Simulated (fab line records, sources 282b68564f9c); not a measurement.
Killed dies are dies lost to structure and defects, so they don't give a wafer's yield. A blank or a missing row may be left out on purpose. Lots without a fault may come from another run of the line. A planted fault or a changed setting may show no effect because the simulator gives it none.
A struck lot beside a sound one | flow rit_cmos | 44 steps out of a route of 202
Sound: wafers L213.2, L213.4, L213.6. Struck: wafers L220.2, L220.5, L220.6. The cause comes at the end.
At each step with rows: each side's tool, then ch and its chambers, then its first start. Under that, the readings that differ: sound wafers | struck wafers | difference of the means | sigmas: that difference in standard deviations of wafers without a fault.
alike: readings whose means differ by less than 2 such deviations, and words and numbers that are the same on both sides. not compared: withheld readings, readings that some wafer has no value for, bounds like >300 that may hide the same value, and numbers for which the record gives no deviation and whose values overlap.
The two part at a step that has a row with sigmas, a row that says differs or no value, or rows on one side only. Numbers that don't overlap but have no deviation are shown without sigmas and don't part them. A reading that every wafer of one side lacks parts them only if that side has two wafers or more.

first, 3 steps without rows for these wafers: RIT_REOX_CLEAN_01 (cleans in dHF, time 30 s); RIT_REOX_CLEAN_02 (cleans in SC2, time 600 s); RIT_REOX_OXIDATION_03 (target thk 25.2 nm, ox time 5580 s).
RIT_REOX_THK_MEAS_04:
  sound on film_metro-02, day 3 23:11; struck on film_metro-02, day 5 11:50
  alike: REOX_OXIDE_THK
then, 6 steps without rows for these wafers: RIT_NLDD_HMDS_00 (prime time 60 s); RIT_NLDD_COAT_01 (resist thk 1000 nm); RIT_NLDD_SOFTBAKE_02 (time 60 s); RIT_NLDD_EXPOSE_03 (exposes mask M7, target cd 40700 nm); RIT_NLDD_PEB_04; RIT_NLDD_DEVELOP_05 (develop time 50 s).
RIT_NLDD_OVL_MEAS_06:
  sound on overlay-01, day 4 00:23; struck on overlay-02, day 5 12:52
  alike: NLDD_OVL
then, 1 step without rows for these wafers: RIT_NLDD_HARDBAKE_07 (time 60 s).
RIT_NLDD_IMPLANT_08:
  sound on implanter-04 ch 0, day 4 00:35; struck on implanter-01 ch 0, day 5 13:05
  reading                   | sound             | struck            | difference | sigmas
  implant_ion_amu           | 31 31 31          | 75 75 75          | +44        |
  model.implant.rp_nm (nm)  | 27.79 27.79 27.79 | 15.4 15.4 15.4    | -12.4      |
  model.implant.drp_nm (nm) | 12.97 12.97 12.97 | 7.212 7.212 7.212 | -5.758     |
  alike: beam_energy_keV
RIT_NLDD_STRIP_09: strips in O2, time 180 s.
  sound on plasma_asher-01 ch 0, day 4 00:43; struck on plasma_asher-03 ch 0,1, day 5 13:12
  reading                     | sound       | struck      | difference | sigmas
  drypump_motor_current_A (A) | 6.0 5.9 5.9 | 5.2 5.1 5.2 | -0.8       | -2
  alike: o2_flow_sccm
  not compared: rf_hours_counter_h
RIT_NLDD_TW_MEAS_10:
  sound on film_metro-04, day 4 00:54; struck on film_metro-02, day 5 13:23
  reading | sound          | struck         | difference | sigmas
  NLDD_TW | 2471 2476 2472 | 2800 2791 2811 | +328       | +16
then, 6 steps without rows for these wafers: RIT_PLDD_HMDS_00 (prime time 60 s); RIT_PLDD_COAT_01 (resist thk 1000 nm); RIT_PLDD_SOFTBAKE_02 (time 60 s); RIT_PLDD_EXPOSE_03 (exposes mask M8, target cd 40900 nm); RIT_PLDD_PEB_04; RIT_PLDD_DEVELOP_05 (develop time 50 s).
RIT_PLDD_OVL_MEAS_06:
  sound on overlay-01, day 4 01:49; struck on overlay-02, day 5 14:25
  alike: PLDD_OVL
then, 2 steps without rows for these wafers: RIT_PLDD_HARDBAKE_07 (time 60 s); RIT_PLDD_IMPLANT_08.
RIT_PLDD_STRIP_09: strips in O2, time 180 s.
  sound on plasma_asher-03 ch 0,1, day 4 02:08; struck on plasma_asher-02 ch 0,1, day 5 14:45
  reading                     | sound       | struck      | difference | sigmas
  drypump_motor_current_A (A) | 5.2 5.1 5.1 | 6.4 6.5 6.4 | +1.3       | +3
  alike: o2_flow_sccm
  not compared: rf_hours_counter_h
RIT_PLDD_TW_MEAS_10:
  sound on film_metro-02, day 4 02:19; struck on film_metro-04, day 5 14:56
  alike: PLDD_TW
then, 4 steps without rows for these wafers: RIT_SPACER_CLEAN_00 (cleans in SC1, time 600 s); RIT_SPACER_CLEAN_01 (cleans in dHF, time 30 s); RIT_SPACER_CLEAN_02 (cleans in SC2, time 600 s); RIT_SPACER_CVD_03 (deposits Si3N4 from SiH2Cl2/NH3, target thk 250 nm, time 3300 s).
RIT_SPACER_THK_MEAS_04:
  sound on film_metro-03, day 4 04:40; struck on film_metro-01, day 5 17:17
  alike: SPACER_NITRIDE_THK
RIT_SPACER_ETCHBACK_05: etches Si3N4 in SF6/CHF3, stops on SiO2, target depth 250 nm, time 240 s.
  sound on rie_diel-02 ch 0,1,3, day 4 04:43; struck on rie_diel-04 ch 0,1, day 5 17:20
  alike: drypump_motor_current_A, oes_product_au, throttle_valve_pct
  not compared: rf_hours_counter_h
then, 6 steps without rows for these wafers: RIT_NSD_HMDS_00 (prime time 60 s); RIT_NSD_COAT_01 (resist thk 1000 nm); RIT_NSD_SOFTBAKE_02 (time 60 s); RIT_NSD_EXPOSE_03 (exposes mask M9, target cd 40700 nm); RIT_NSD_PEB_04; RIT_NSD_DEVELOP_05 (develop time 51.3 s).
RIT_NSD_OVL_MEAS_06:
  sound on overlay-02, day 4 05:46; struck on overlay-01, day 5 18:28
  alike: NSD_OVL
then, 2 steps without rows for these wafers: RIT_NSD_HARDBAKE_07 (time 60 s); RIT_NSD_IMPLANT_08.
RIT_NSD_STRIP_09: strips in O2, time 180 s.
  sound on plasma_asher-04 ch 0,1, day 4 06:06; struck on plasma_asher-03 ch 0,1, day 5 18:48
  alike: drypump_motor_current_A, o2_flow_sccm
  not compared: rf_hours_counter_h
RIT_SDANNEAL_RS_MEAS_07: measures by four-point-probe.
  sound on film_metro-04, day 4 08:42; struck on film_metro-02, day 5 21:16
  reading          | sound             | struck            | difference | sigmas
  NLDD_RS (ohm/sq) | 151.7 152.1 151.5 | 209.2 208.9 208.8 | +57.2      | +99 or more
RIT_M1_PROBE_99:
  sound on prober-01, day 4 17:17; struck on prober-02, day 6 04:41
  alike: killed_at_contacts, killed_at_front_end, killed_dies, killed_open, killed_short

WHERE THEY PART
First at RIT_NLDD_STRIP_09; last, within this record, at RIT_SDANNEAL_RS_MEAS_07. Later steps at which nothing parts them and some readings are alike: RIT_M1_PROBE_99.

WHY: what the simulator had put in
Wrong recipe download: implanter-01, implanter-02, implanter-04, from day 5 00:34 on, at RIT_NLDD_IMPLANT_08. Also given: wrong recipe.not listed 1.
